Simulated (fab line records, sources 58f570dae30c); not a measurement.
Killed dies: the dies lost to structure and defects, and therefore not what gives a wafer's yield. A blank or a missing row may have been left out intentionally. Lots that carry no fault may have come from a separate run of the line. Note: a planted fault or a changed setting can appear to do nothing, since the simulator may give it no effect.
Which tool is to blame? -- flow berkeley cmos170 -- Sampling: 14 lots, 42 wafers, 6 of 331 route steps

## WHAT EACH GAUGE READ, for each wafer
UCB170_WELLDRIVE_THK_MEAS_02.
lot,measured,on,WELLDRIVE_OXIDE_THK (nm)
L911,day 4 01:13,film metro-02,197 193 196
L912,day 4 01:13,film metro-01,200 199 197
L914,day 4 16:23,film metro-02,198 193 199
L915,day 4 16:24,film metro-03,200 199 200
L918,day 5 06:08,film metro-03,195 199 199
L919,day 5 06:08,film metro-01,202 201 204
L921,day 5 18:28,film metro-01,202 200 203
L920,day 5 18:29,film metro-03,203 199 205
L924,day 6 13:35,film metro-01,199 201 196
L922,day 6 13:34,film metro-02,203 203 197
L923,day 6 13:35,film metro-03,192 190 190
L925,day 6 19:46,film metro-03,196 197 197
L927,day 7 07:07,film metro-03,202 200 206
L926,day 7 07:05,film metro-02,207 204 206

UCB170_FIELD_THK_MEAS_02.
lot,measured,on,FIELD_OXIDE_THK (nm)
L911,day 5 09:07,film metro-02,567 567 576
L912,day 5 09:07,film metro-04,582 583 579
L914,day 5 22:31,film metro-01,562 561 560
L915,day 5 22:32,film metro-02,543 547 545
L918,day 6 13:52,film metro-04,563 565 558
L919,day 6 13:52,film metro-02,551 545 546
L921,day 6 21:01,film metro-04,583 581 580
L920,day 6 21:02,film metro-01,555 564 564
L924,day 7 20:55,film metro-01,573 580 578
L922,day 7 20:53,film metro-02,578 582 579
L923,day 7 20:55,film metro-04,573 569 569
L925,day 8 03:14,film metro-01,559 558 564
L927,day 8 15:11,film metro-02,673 686 670
L926,day 8 15:10,film metro-01,662 672 674

UCB170_FIELD_THK_MEAS_90.
lot,measured,on,FIELD_OXIDE_LEFT_1_THK (nm)
L911,day 5 18:31,film metro-04,451 452 460
L912,day 5 18:32,film metro-01,465 467 463
L914,day 6 06:19,film metro-04,443 443 442
L915,day 6 06:20,film metro-01,426 430 428
L918,day 7 04:01,film metro-04,447 449 442
L919,day 7 04:01,film metro-01,433 427 428
L921,day 7 06:38,film metro-01,467 465 465
L920,day 7 06:39,film metro-02,439 447 447
L924,day 8 05:20,film metro-02,456 463 461
L922,day 8 05:18,film metro-01,461 464 462
L923,day 8 05:19,film metro-04,456 452 451
L925,day 8 13:08,film metro-02,443 441 447
L927,day 9 00:44,film metro-01,556 569 554
L926,day 9 00:43,film metro-04,545 556 557

UCB170_FIELD_THK_MEAS_91.
lot,measured,on,FIELD_OXIDE_LEFT_2_THK (nm)
L911,day 6 15:15,film metro-04,362 363 371
L912,day 6 15:31,film metro-04,377 379 375
L914,day 7 06:34,film metro-04,356 354 353
L915,day 7 06:35,film metro-02,337 340 339
L918,day 8 02:07,film metro-04,359 361 355
L919,day 8 02:26,film metro-02,345 339 340
L921,day 8 02:22,film metro-02,380 377 377
L920,day 8 01:51,film metro-04,349 357 358
L924,day 9 01:29,film metro-02,367 374 373
L922,day 9 01:13,film metro-04,372 375 373
L923,day 9 01:38,film metro-02,367 364 363
L925,day 9 12:44,film metro-01,354 352 359
L927,day 10 01:43,film metro-04,467 481 465
L926,day 10 01:56,film metro-01,457 467 469

## EACH LOT AND THE TOOL THAT RAN IT (in order: tool; ch and the chambers of the sampled wafers; start)
lot,UCB170_PWELL_STRIP_16,UCB170_FIELD_OXIDATION_01
L911,"plasma asher-04 ch 0,1, day 3 07:40","furnace-01 ch 0, day 5 06:07"
L912,"plasma asher-01 ch 0, day 3 16:36","furnace-01 ch 0, day 5 06:07"
L914,"plasma asher-04 ch 0,1, day 4 01:57","furnace-04 ch 0, day 5 19:31"
L915,"plasma asher-02 ch 0,1, day 4 07:17","furnace-04 ch 0, day 5 19:31"
L918,"plasma asher-02 ch 0,1, day 4 18:01","furnace-02 ch 0, day 6 10:52"
L919,"plasma asher-04 ch 0,1, day 4 18:15","furnace-02 ch 0, day 6 10:52"
L921,"plasma asher-02 ch 0, day 5 04:10","furnace-01 ch 0, day 6 18:01"
L920,"plasma asher-01 ch 0,1, day 5 04:20","furnace-01 ch 0, day 6 18:01"
L924,"plasma asher-04 ch 0,1, day 6 00:25","furnace-01 ch 0, day 7 17:53"
L922,"plasma asher-02 ch 0, day 6 00:26","furnace-01 ch 0, day 7 17:53"
L923,"plasma asher-04 ch 0,1, day 6 00:41","furnace-01 ch 0, day 7 17:53"
L925,"plasma asher-02 ch 0,1, day 6 05:40","furnace-04 ch 0, day 8 00:14"
L927,"plasma asher-02 ch 0,1, day 6 17:55","furnace-01 ch 0, day 8 12:10"
L926,"plasma asher-01 ch 0,1, day 6 17:56","furnace-01 ch 0, day 8 12:10"
- UCB170_PWELL_STRIP_16: strips in O2.
- UCB170_FIELD_OXIDATION_01: target thk 558.3 nm, ox time 7200 s.

## WHAT THE TOOLS THEMSELVES READ (means of the sampled wafers that have a number; where no wafer has one, the mark that the record gives instead)
UCB170_PWELL_STRIP_16.
lot,tool,drypump motor current A (A),oes product au (a.u.),strip time to endpoint s (s)
L911,plasma asher-04,5.7,0.718,18.10
L912,plasma asher-01,5.0,0.721,18.08
L914,plasma asher-04,5.9,0.723,18.28
L915,plasma asher-02,6.3,0.718,18.18
L918,plasma asher-02,6.5,0.724,18.15
L919,plasma asher-04,5.9,0.723,18.24
L921,plasma asher-02,6.7,0.721,18.03
L920,plasma asher-01,5.2,0.725,18.32
L924,plasma asher-04,5.7,0.718,18.16
L922,plasma asher-02,6.7,0.721,18.17
L923,plasma asher-04,5.9,0.722,18.11
L925,plasma asher-02,6.3,0.723,18.16
L927,plasma asher-02,6.2,0.719,18.16
L926,plasma asher-01,5.4,0.719,18.23

UCB170_FIELD_OXIDATION_01.
lot,tool,spike tc centre C (C),spike tc load C (C),spike tc source C (C),tube center temp C (C),tube_center_temp_C_max
L911,furnace-01,1003.1,1027.1,1024.0,1000,1002.7
L912,furnace-01,1003.2,1027.3,1024.4,1000,1002.5
L914,furnace-04,1001.1,1026.6,1019.0,1000,1002.5
L915,furnace-04,1002.0,1026.7,1019.6,1000,1002.2
L918,furnace-02,1003.7,1024.5,1025.2,1000,1002.5
L919,furnace-02,1005.0,1024.6,1025.7,1000,1002.3
L921,furnace-01,1002.3,1027.1,1023.3,1000,1002.5
L920,furnace-01,1002.9,1027.1,1024.6,1000,1002.6
L924,furnace-01,1003.2,1027.5,1024.7,1000,1002.4
L922,furnace-01,1002.9,1027.3,1025.1,1000,1002.4
L923,furnace-01,1003.3,1027.9,1023.2,1000,1002.4
L925,furnace-04,1001.6,1026.7,1021.3,1000,1002.5
L927,furnace-01,1034.6,1059.8,1056.0,1032,1034.6
L926,furnace-01,1035.3,1059.6,1057.4,1032,1034.5

## THE ANSWER, worked out from the rows above alone
Rule: usual is defined by the lots themselves. The widest of any qualifying gaps counts: lots, ordered by their means at a reading, are off when they make up no more than a third of the lots, leave a main group of 4 or more, and stand apart from it by 3 or more times the standard deviation of that group's means. If all means in a main group match to the digits the tables above print for the reading, that group is not used. Also off: a lot with no number at a reading for which 4 or more lots have one. Any other lot the step has rows for is counted as sound. First the gauges in route order, then the tools' own readings, where a lot's mean is used as printed above. The first step at which some lot is off is used, and at that step the reading that is off furthest; a lot without a number counts as furthest.
Off: at UCB170_FIELD_THK_MEAS_02 (FIELD_OXIDE_THK), L927, L926. Mean 566 nm and standard deviation 12 in the main group.
A tool fits if, at a process step before that reading, it ran every lot that is off, and no sound lot after the first of them. Not tried: the gauges at UCB170_FIELD_THK_MEAS_02; whatever is off there is also off at UCB170_FIELD_OXIDATION_01, on other tools, and gauge error can't account for it. One candidate fits, namely furnace-01 at UCB170_FIELD_OXIDATION_01. Its last sound lot is L922 (day 7 17:53), its first lot that is off L926 (day 8 12:10): a fault that began between those two fits.
The tool's own readings at UCB170_FIELD_OXIDATION_01 bear it out: on the lots that are off they differ by more than 5 times the standard deviation of the sound lots' means. spike tc centre C reads 1034.9 C there against 1002.9 C on the sound lots; spike tc load C reads 1059.7 C there against 1026.7 C on the sound lots; spike tc source C reads 1056.7 C there against 1023.3 C on the sound lots; tube center temp C reads 1032 C there against 1000 C on the sound lots; tube_center_temp_C_max reads 1034.5 there against 1002.5 on the sound lots.

## WHAT THE SIMULATOR PUT IN
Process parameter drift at UCB170_FIELD_OXIDATION_01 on furnace-01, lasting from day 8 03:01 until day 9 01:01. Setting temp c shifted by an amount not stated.
Shown lots that were struck: L926, L927. The rule given above showed the same thing.
